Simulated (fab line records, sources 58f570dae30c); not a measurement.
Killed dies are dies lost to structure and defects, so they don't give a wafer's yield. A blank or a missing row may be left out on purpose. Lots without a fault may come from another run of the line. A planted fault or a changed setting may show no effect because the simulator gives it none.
fab line records | flow berkeley_cmos170 | part 1 of 2: steps 1 to 25 of 34
record lots=5 wafers=15 last_day=12
route steps=331 shown NWELL@32 PWELL@34 WELLDRIVE@55 ACTIVE@60
lots that met no fault: from a run of the same line without faults
start_h: hours from the record's first day to the start of the lot's first wafer shown | wait_h: hours since the lot's step before | " the same as in the row above | L1.1+2: a row that stands for several wafers | - no value, or no start given | * or withheld: withheld | < > ~ a bound
route shown NAME@n: a module of which the file shows steps, and the number in the route of the first | usual: mean/standard deviation of fault-free wafers | same: alike in all rows | chamber/n: place in a boat | sites: the reading at each site | _std_site: their standard deviation | _edge_site: outer sites' mean less inner sites' | radius_mm: how far each site lies from the wafer's centre | mask NAME#n: copy n | behind: the tool/chamber that last shaped the wafer | hold: why the lot was held/for how many hours/how that ended | device: the transistor (n, p or np) that didn't switch | end of line: the same wafers' tests at the end of the route | a step without rows: its recipe alone | killed: dies lost to structure and defects at the first sort, not the wafer's yield | map: a wafer's dies, x killed, . not, _ none there
set.NAME: the setting as run; set.NAME@STEP: as run at that earlier step | model.NAME: the simulator's own value behind a step, which no gauge read
lots at some steps of the route; a table a step, a row a wafer
services: from which hour (start_h, from the record's first day; less than 0 if before it) a tool's chamber was out of use, for how many hours, and why
## steps
# step UCB170_NWELL_WET_ETCH_18
# recipe chemistry=H3PO4 target=Si3N4 temp_c=160 time_s=14400
# columns lot.wafer tool chamber start_h wait_h
L083.1+3+5 wet_bench-02 2 82.36 0.0
L084.2+3+4 wet_bench-03 0 94.65 0.0
L086.2+5+6 wet_bench-02 0 99.18 0.0
L093.1+2+5 wet_bench-01 3 130.47 0.0
L095.1+2+6 wet_bench-02 0 142.95 1.9
# step UCB170_NWELL_WET_ETCH_19
# recipe chemistry=BOE dilution=5:1 target=SiO2 temp_c=25 time_s=22
# columns lot.wafer tool chamber start_h wait_h
L083.1+3+5 wet_bench-01 0 86.73 0.0
L084.2+3+4 wet_bench-02 0 98.66 0.0
L086.2+5+6 wet_bench-02 3 103.37 0.2
L093.1+2+5 wet_bench-03 0 134.48 0.0
L095.1+2+6 wet_bench-02 1 146.96 0.0
# step UCB170_PWELL_CLEAN_00
# recipe chemistry=SPM temp_c=120 time_s=600
# columns lot.wafer tool chamber start_h wait_h
L083.1+3+5 wet_bench-03 0 86.74 0.0
L084.2+3+4 wet_bench-03 0 98.68 0.0
L086.2+5+6 wet_bench-03 0 103.69 0.3
L093.1+2+5 wet_bench-01 2 134.49 0.0
L095.1+2+6 wet_bench-02 0 146.97 0.0
# step UCB170_PWELL_CLEAN_01
# recipe chemistry=dHF dilution=25:1 time_s=60
# columns lot.wafer tool chamber start_h wait_h
L083.1+3+5 wet_bench-02 1 86.92 0.0
L084.2+3+4 wet_bench-01 1 98.85 0.0
L086.2+5+6 wet_bench-03 0 104.04 0.2
L093.1+2+5 wet_bench-02 1 134.67 0.0
L095.1+2+6 wet_bench-02 3 147.15 0.0
# step UCB170_PWELL_OXIDATION_02
# recipe temp_c=1000 ambient=O2 target_thk_a=264 ox_time_s=1260
# usual spike_tc_centre_C=1002.0/1.5 spike_tc_source_C=1024.3/2.8 tube_center_temp_C_max=1002.5/0.41 zone_power_centre_pct=44.6/2.4
# columns lot.wafer tool chamber start_h wait_h spike_tc_centre_C spike_tc_source_C tube_center_temp_C_max zone_power_centre_pct
L083.1 furnace-01 0 88.71 1.8 1001.1 1022.2 1002.0 43.7
L083.3 " 0 " " 1000.3 1021.8 1002.6 44.8
L083.5 " 0 " " 1000.9 1022.8 1002.3 44.0
L084.2 furnace-04 0 104.48 5.6 1001.5 1028.6 1002.2 49.1
L084.3 " 0 " " 1000.8 1027.8 1002.7 49.0
L084.4 " 0 " " 1001.6 1026.9 1002.2 49.3
L086.2 furnace-04 0 104.48 0.4 1001.3 1029.7 1002.0 48.3
L086.5 " 0 " " 1000.6 1027.6 1002.9 49.1
L086.6 " 0 " " 1001.6 1027.5 1002.5 48.7
L093.1 furnace-02 0 135.43 0.7 1004.4 1028.6 1003.7 40.5
L093.2 " 0 " " 1003.0 1027.0 1002.4 40.7
L093.5 " 0 " " 1005.6 1028.2 1002.1 39.9
L095.1 furnace-01 0 148.81 1.6 1003.4 1022.5 1002.1 44.8
L095.2 " 0 " " 1002.3 1021.0 1002.2 45.3
L095.6 " 0 " " 1001.2 1020.6 1002.3 44.5
# step UCB170_PWELL_THK_MEAS_03
# recipe reads=SiO2_of_PWELL_OXIDATION_02
# usual PWELL_OXIDE_THK=26.5/0.58
# columns lot.wafer tool chamber start_h wait_h PWELL_OXIDE_THK[nm]
L083.1 film_metro-02 - 90.06 0.0 27.0
L083.3 " - " " 27.3
L083.5 " - " " 27.1
L084.2 film_metro-02 - 105.84 0.0 27.1
L084.3 " - " " 27.1
L084.4 " - " " 26.5
L086.2 film_metro-04 - 105.84 0.0 26.9
L086.5 " - " " 26.5
L086.6 " - " " 27.1
L093.1 film_metro-02 - 136.84 0.1 25.5
L093.2 " - " " 26.4
L093.5 " - " " 26.3
L095.1 film_metro-02 - 150.16 0.0 25.5
L095.2 " - " " 25.7
L095.6 " - " " 25.7
# step UCB170_PWELL_ANNEAL_04
# recipe temp_c=1000 time_s=900 ambient=N2
# usual spike_tc_centre_C=1002.3/1.8 spike_tc_source_C=1026.9/2.3 tube_center_temp_C_max=1002.6/0.43 zone_power_centre_pct=45/3.7
# columns lot.wafer tool chamber start_h wait_h spike_tc_centre_C spike_tc_source_C tube_center_temp_C_max zone_power_centre_pct
L083.1 furnace-04 0 94.53 4.5 1001.9 1026.6 1002.3 49
L083.3 " 0 " " 1001.0 1028.2 1003.6 48
L083.5 " 0 " " 1001.5 1026.2 1002.5 49
L084.2 furnace-01 0 110.93 5.1 1002.0 1021.8 1002.4 45
L084.3 " 0 " " 1001.4 1022.4 1002.6 45
L084.4 " 0 " " 1000.1 1020.9 1002.3 45
L086.2 furnace-01 0 110.93 5.1 1001.4 1024.0 1002.4 44
L086.5 " 0 " " 1001.5 1022.8 1002.6 45
L086.6 " 0 " " 999.6 1021.8 1003.0 45
L093.1 furnace-02 0 141.78 4.9 1005.6 1030.2 1002.9 40
L093.2 " 0 " " 1004.9 1030.5 1002.8 40
L093.5 " 0 " " 1003.1 1028.2 1002.8 40
L095.1 furnace-04 0 153.50 3.3 1001.8 1026.7 1003.2 49
L095.2 " 0 " " 1001.2 1027.6 1003.1 49
L095.6 " 0 " " 999.9 1025.6 1002.7 49
# step UCB170_PWELL_CVD_05
# recipe material=Si3N4 target_thk_nm=220 temp_c=800 precursor=SiH2Cl2/NH3 time_s=3300 pressure_mtorr=200 sih2cl2_flow_sccm=25 nh3_flow_sccm=75
# usual spike_tc_centre_C=803.1/1.6 spike_tc_source_C=822.0/2.2 susceptor_temp_C=800.0/0.32 zone_power_centre_pct=37/3.7
# columns lot.wafer tool chamber start_h wait_h spike_tc_centre_C spike_tc_source_C susceptor_temp_C zone_power_centre_pct
L083.1 lpcvd-02 0 96.66 0.9 803.6 820.0 799.7 31
L083.3 " 0 " " 802.5 820.4 799.7 32
L083.5 " 0 " " 803.4 822.8 799.9 32
L084.2 lpcvd-02 1 112.18 0.0 803.4 822.4 800.3 42
L084.3 " 1 " " 804.6 824.1 799.9 41
L084.4 " 1 " " 803.1 822.6 800.5 42
L086.2 lpcvd-02 1 112.18 0.0 806.1 822.4 799.9 42
L086.5 " 1 " " 805.4 820.2 800.0 42
L086.6 " 1 " " 803.9 823.2 800.2 42
L093.1 lpcvd-01 0 143.03 0.0 804.2 826.1 799.9 36
L093.2 " 0 " " 801.7 824.6 800.4 36
L093.5 " 0 " " 802.9 824.1 800.4 35
L095.1 lpcvd-02 1 156.29 1.5 805.0 824.2 799.8 42
L095.2 " 1 " " 803.4 821.4 800.5 43
L095.6 " 1 " " 804.7 822.8 800.0 41
# step UCB170_PWELL_THK_MEAS_06
# recipe reads=Si3N4_of_PWELL_CVD_05
# usual PWELL_NITRIDE_THK=221.1/2.1
# columns lot.wafer tool chamber start_h wait_h PWELL_NITRIDE_THK[nm]
L083.1 film_metro-03 - 98.58 0.0 220.1
L083.3 " - " " 221.0
L083.5 " - " " 219.9
L086.2 film_metro-04 - 114.11 0.0 223.8
L086.5 " - " " 223.8
L086.6 " - " " 223.9
L084.2 film_metro-04 - 114.17 0.1 220.7
L084.3 " - " " 219.9
L084.4 " - " " 220.6
L093.1 film_metro-04 - 145.01 0.1 219.2
L093.2 " - " " 218.5
L093.5 " - " " 219.5
L095.1 film_metro-03 - 158.21 0.0 218.7
L095.2 " - " " 219.1
L095.6 " - " " 219.6
# step UCB170_PWELL_HMDS_07
# recipe prime_time_s=60 prime_temp_c=100
# usual chill_plate_temp_C=23.00/0.094
# columns lot.wafer tool chamber start_h wait_h chill_plate_temp_C
L083.1 litho_track-02 0 98.86 0.3 23.03
L083.3 " 0 " " 22.82
L083.5 " 0 " " 22.92
L086.2 litho_track-04 0 115.49 1.4 23.02
L086.5 " 0 " " 22.88
L086.6 " 0 " " 22.85
L084.2 litho_track-03 0 115.73 1.6 22.89
L084.3 " 0 " " 22.88
L084.4 " 0 " " 23.05
L093.1 litho_track-03 0 145.46 0.4 23.15
L093.2 " 0 " " 23.15
L093.5 " 0 " " 23.07
L095.1 litho_track-02 0 158.41 0.2 23.00
L095.2 " 0 " " 23.02
L095.6 " 0 " " 23.03
# step UCB170_PWELL_COAT_08
# recipe resist=KrF spin_rpm=1500 resist_thk_nm=900
# usual chill_plate_temp_C=23.00/0.11
# columns lot.wafer tool chamber start_h wait_h chill_plate_temp_C
L083.1 litho_track-02 0 99.01 0.1 23.08
L083.3 " 0 " " 23.17
L083.5 " 0 " " 23.09
L086.2 litho_track-04 0 115.64 0.1 23.05
L086.5 " 0 " " 23.15
L086.6 " 0 " " 22.88
L084.2 litho_track-03 0 115.88 0.1 22.91
L084.3 " 0 " " 22.85
L084.4 " 0 " " 22.95
L093.1 litho_track-03 0 145.61 0.1 22.73
L093.2 " 0 " " 22.90
L093.5 " 0 " " 22.81
L095.1 litho_track-02 0 158.56 0.1 22.94
L095.2 " 0 " " 22.96
L095.6 " 0 " " 22.87
# step UCB170_PWELL_SOFTBAKE_09
# recipe resist=KrF temp_c=130 time_s=60
# usual chill_plate_temp_C=23.02/0.1
# columns lot.wafer tool chamber start_h wait_h chill_plate_temp_C
L083.1 litho_track-02 0 99.16 0.1 23.00
L083.3 " 0 " " 23.03
L083.5 " 0 " " 23.03
L086.2 litho_track-04 0 115.79 0.1 22.93
L086.5 " 0 " " 22.98
L086.6 " 0 " " 23.03
L084.2 litho_track-03 0 116.03 0.1 22.84
L084.3 " 0 " " 22.92
L084.4 " 0 " " 22.98
L093.1 litho_track-03 0 145.76 0.1 23.03
L093.2 " 0 " " 23.13
L093.5 " 0 " " 23.13
L095.1 litho_track-02 0 158.71 0.1 23.17
L095.2 " 0 " " 23.12
L095.6 " 0 " " 23.08
# step UCB170_PWELL_EXPOSE_10
# recipe mask_id=PWELL target_cd_nm=3000 na=0.5 sigma_outer=0.6 source_shape=conventional dose_mj=19
# usual reticle_temp_C=22.98/0.095
# columns lot.wafer tool chamber start_h wait_h mask reticle_temp_C
L083.1 krf_scanner-01 0 99.43 0.2 PWELL#0 22.98
L083.3 " 0 " " PWELL#0 22.90
L083.5 " 0 " " PWELL#0 22.92
L086.2 krf_scanner-01 0 - - PWELL#0 23.10
L086.5 " 0 " " PWELL#0 23.04
L086.6 " 0 " " PWELL#0 23.13
L084.2 krf_scanner-01 0 - - PWELL#0 22.95
L084.3 " 0 " " PWELL#0 22.94
L084.4 " 0 " " PWELL#0 22.91
L093.1 krf_scanner-01 0 146.06 0.3 PWELL#0 23.08
L093.2 " 0 " " PWELL#0 22.90
L093.5 " 0 " " PWELL#0 22.95
L095.1 krf_scanner-01 0 158.86 0.1 PWELL#0 23.03
L095.2 " 0 " " PWELL#0 23.04
L095.6 " 0 " " PWELL#0 23.01
# step UCB170_PWELL_PEB_11
# recipe peb_temp_c=130 peb_time_s=withheld resist=KrF
# usual chill_plate_temp_C=23.01/0.096
# columns lot.wafer tool chamber start_h wait_h chill_plate_temp_C
L083.1 litho_track-02 0 100.03 0.6 23.11
L083.3 " 0 " " 23.11
L083.5 " 0 " " 23.00
L086.2 litho_track-04 0 - - 22.95
L086.5 " 0 " " 22.95
L086.6 " 0 " " 22.86
L084.2 litho_track-02 0 - - 23.02
L084.3 " 0 " " 23.03
L084.4 " 0 " " 22.97
L093.1 litho_track-03 0 146.91 0.8 22.99
L093.2 " 0 " " 22.88
L093.5 " 0 " " 23.06
L095.1 litho_track-03 0 159.47 0.6 22.99
L095.2 " 0 " " 22.94
L095.6 " 0 " " 23.01
# step UCB170_PWELL_DEVELOP_12
# recipe developer=TMAH develop_time_s=45 resist=KrF dev_temp_c=21
# usual chill_plate_temp_C=23.02/0.098
# columns lot.wafer tool chamber start_h wait_h chill_plate_temp_C
L083.1 litho_track-02 0 - - 23.07
L083.3 " 0 " " 22.99
L083.5 " 0 " " 23.11
L086.2 litho_track-04 0 - - 23.04
L086.5 " 0 " " 22.97
L086.6 " 0 " " 23.08
L084.2 litho_track-02 0 - - 22.77
L084.3 " 0 " " 22.99
L084.4 " 0 " " 23.02
L093.1 litho_track-03 0 - - 22.96
L093.2 " 0 " " 23.15
L093.5 " 0 " " 23.04
L095.1 litho_track-03 0 - - 22.97
L095.2 " 0 " " 23.13
L095.6 " 0 " " 23.05
# step UCB170_PWELL_OVL_MEAS_13
# usual PWELL_OVL=-2/5.6
# columns lot.wafer tool chamber start_h wait_h PWELL_OVL[nm]
L083.1 overlay-02 - 100.31 - -6
L083.3 " - " " -8
L083.5 " - " " -4
L086.2 overlay-01 - 117.47 - -6
L086.5 " - " " -9
L086.6 " - " " -12
L084.2 overlay-01 - 117.81 - -3
L084.3 " - " " 4
L084.4 " - " " 1
L093.1 overlay-02 - 147.18 - -2
L093.2 " - " " 3
L093.5 " - " " 3
L095.1 overlay-01 - 159.75 - -3
L095.2 " - " " -5
L095.6 " - " " -3
# step UCB170_PWELL_ETCH_14
# recipe chemistry=CH3F/Ar/O2 target=Si3N4 stop_on=SiO2 CH3F_flow_sccm=20 Ar_flow_sccm=50 O2_flow_sccm=7 pressure_mtorr=50 rf_w=450 target_depth_a=2420 over_etch_frac=0.1 time_s=151
# usual chamber_pressure_mTorr=50.00/0.046 drypump_motor_current_A=5.5/0.47 oes_product_au=0.943/0.013 throttle_valve_pct=8.07/0.11
# columns lot.wafer tool chamber start_h wait_h chamber_pressure_mTorr drypump_motor_current_A oes_product_au rf_hours_counter_h throttle_valve_pct
L083.1 rie_diel-01 2 100.34 0.0 50.01 4.8 0.944 55 8.16
L083.3 " 0 " " 49.96 5.3 0.942 49 7.93
L083.5 " 3 " " 50.03 5.1 0.925 - 8.17
L086.2 rie_diel-01 2 117.50 0.0 50.00 4.9 0.947 56 8.15
L086.5 " 1 " " 50.04 5.7 0.945 - 8.17
L086.6 " 0 " " 49.99 5.3 0.947 - 7.95
L084.2 rie_diel-03 0 117.84 0.0 49.97 4.9 0.927 16 8.08
L084.3 " 1 " " 50.05 5.4 0.973 152 7.89
L084.4 " 3 " " 50.02 5.9 0.938 32 8.07
L093.1 rie_diel-03 1 147.22 0.0 49.97 5.4 0.970 154 7.88
L093.2 " 2 " " 49.95 6.3 0.932 89 7.87
L093.5 " 0 " " 50.10 4.9 0.922 - 8.07
L095.1 rie_diel-01 3 159.78 0.0 49.99 5.1 0.920 55 8.18
L095.2 " 1 " " 49.97 5.7 0.933 48 8.20
L095.6 " 2 " " 49.99 4.9 0.936 - 8.14
# step UCB170_PWELL_IMPLANT_15
# recipe species=B dose_cm2=4.948e+12 energy_kev=60 tilt_deg=7
# same implant_ion_amu=11
# columns lot.wafer tool chamber start_h wait_h
L083.1+3+5 implanter-01 0 100.44 0.1
L086.2+5+6 implanter-04 0 117.63 0.1
L084.2+3+4 implanter-01 0 117.96 0.1
L093.1+2+5 implanter-03 0 147.32 0.1
L095.1+2+6 implanter-04 0 159.88 0.1
# step UCB170_PWELL_STRIP_16
# recipe chemistry=O2 power_w=400 pressure_mtorr=3500 platen_temp_c=withheld o2_flow_sccm=400 overash_fraction=0.5
# usual chamber_pressure_mTorr=3500/3.4 drypump_motor_current_A=5.7/0.39 o2_flow_sccm=400.1/1.2 oes_product_au=0.722/0.0045 strip_time_to_endpoint_s=18.09/0.11
# columns lot.wafer tool chamber start_h wait_h chamber_pressure_mTorr drypump_motor_current_A o2_flow_sccm oes_product_au rf_hours_counter_h strip_time_to_endpoint_s
L083.1 plasma_asher-03 1 100.59 0.1 3496 5.2 399.1 0.726 37 18.16
L083.3 " 0 " " 3500 5.7 397.7 0.727 - 18.03
L083.5 " 1 " " 3499 5.2 401.2 0.720 - 18.08
L086.2 plasma_asher-02 0 117.76 0.1 3503 5.3 400.7 0.719 36 18.11
L086.5 " 0 " " 3499 5.2 399.4 0.726 - 18.21
L086.6 " 1 " " 3495 6.2 400.3 0.714 - 17.87
L084.2 plasma_asher-04 1 118.09 0.1 3497 6.0 398.4 0.725 32 18.03
L084.3 " 1 " " 3500 6.1 400.2 0.716 - 18.10
L084.4 " 0 " " 3502 6.0 400.1 0.715 - 18.15
L093.1 plasma_asher-04 0 147.47 0.1 3492 6.0 400.5 0.718 36 17.97
L093.2 " 1 " " 3497 6.1 401.3 0.720 36 17.89
L093.5 " 0 " " 3496 6.0 400.5 0.720 - 17.94
L095.1 plasma_asher-02 0 160.03 0.1 3498 5.2 401.1 0.724 38 17.85
L095.2 " 1 " " 3505 6.1 398.6 0.716 38 18.00
L095.6 " 0 " " 3504 5.2 400.6 0.722 - 18.04
# step UCB170_PWELL_TW_MEAS_17
# usual PWELL_TW=378.1/1.8
# columns lot.wafer tool chamber start_h wait_h PWELL_TW
L083.1 film_metro-04 - 100.69 0.1 379.4
L083.3 " - " " 377.2
L083.5 " - " " 379.4
L086.2 film_metro-04 - 117.86 0.1 379.7
L086.5 " - " " 379.1
L086.6 " - " " 378.9
L084.2 film_metro-03 - 118.20 0.1 378.3
L084.3 " - " " 376.2
L084.4 " - " " 376.4
L093.1 film_metro-03 - 147.57 0.1 379.5
L093.2 " - " " 377.1
L093.5 " - " " 378.9
L095.1 film_metro-03 - 160.13 0.1 381.2
L095.2 " - " " 378.2
L095.6 " - " " 380.8
# step UCB170_PWELL_CLEAN_18
# recipe chemistry=SPM temp_c=120 time_s=600
# columns lot.wafer tool chamber start_h wait_h
L083.1+3+5 wet_bench-02 0 103.19 2.5
L086.2+5+6 wet_bench-03 0 117.91 0.0
L084.2+3+4 wet_bench-01 3 121.80 3.6
L093.1+2+5 wet_bench-03 0 151.09 3.5
L095.1+2+6 wet_bench-03 3 160.19 0.1
# step UCB170_PWELL_WET_ETCH_19
# recipe chemistry=H3PO4 target=Si3N4 temp_c=160 time_s=14400
# columns lot.wafer tool chamber start_h wait_h
L083.1+3+5 wet_bench-02 0 103.56 0.2
L086.2+5+6 wet_bench-03 3 118.11 0.0
L084.2+3+4 wet_bench-02 2 122.55 0.6
L093.1+2+5 wet_bench-03 0 151.28 0.0
L095.1+2+6 wet_bench-03 2 160.37 0.0
# step UCB170_PWELL_WET_ETCH_20
# recipe chemistry=BOE dilution=5:1 target=SiO2 temp_c=25 time_s=22
# columns lot.wafer tool chamber start_h wait_h
L083.1+3+5 wet_bench-01 0 107.56 0.0
L086.2+5+6 wet_bench-02 1 122.54 0.1
L084.2+3+4 wet_bench-01 1 126.99 0.1
L093.1+2+5 wet_bench-01 2 155.29 0.0
L095.1+2+6 wet_bench-03 3 164.55 0.2
# step UCB170_WELLDRIVE_CLEAN_00
# recipe chemistry=SPM temp_c=120 time_s=600
# columns lot.wafer tool chamber start_h wait_h
L083.1+3+5 wet_bench-03 3 107.58 0.0
L086.2+5+6 wet_bench-03 0 122.67 0.1
L084.2+3+4 wet_bench-03 1 127.02 0.0
L093.1+2+5 wet_bench-03 0 155.30 0.0
L095.1+2+6 wet_bench-03 1 164.57 0.0
# step UCB170_WELLDRIVE_OXIDATION_01
# recipe temp_c=1100 ambient=O2 target_thk_a=1990 ox_time_s=9000
# usual spike_tc_centre_C=1103.3/1.8 spike_tc_source_C=1128/3.3 tube_center_temp_C_max=1102.9/0.5 zone_power_centre_pct=47.2/2.3
# columns lot.wafer tool chamber start_h wait_h spike_tc_centre_C spike_tc_source_C tube_center_temp_C_max zone_power_centre_pct
L083.1 furnace-02 0 109.22 1.5 1103.5 1130 1102.7 45.8
L083.3 " 0 " " 1103.4 1131 1103.3 44.8
L083.5 " 0 " " 1103.9 1129 1101.7 45.4
L084.2 furnace-02 0 127.58 0.4 1104.0 1131 1102.4 45.7
L084.3 " 0 " " 1103.2 1130 1103.3 46.4
L084.4 " 0 " " 1103.8 1129 1102.9 45.9
L086.2 furnace-02 0 127.58 4.7 1104.9 1131 1102.8 45.5
L086.5 " 0 " " 1104.3 1130 1102.9 45.5
L086.6 " 0 " " 1104.2 1130 1102.8 45.4
L093.1 furnace-01 0 155.66 0.2 1102.3 1124 1103.2 51.2
L093.2 " 0 " " 1100.7 1123 1103.6 50.8
L093.5 " 0 " " 1102.1 1124 1103.8 50.5
L095.1 furnace-02 0 168.10 3.4 1104.6 1132 1103.3 45.6
L095.2 " 0 " " 1105.0 1129 1104.1 45.4
L095.6 " 0 " " 1104.4 1130 1102.9 45.5
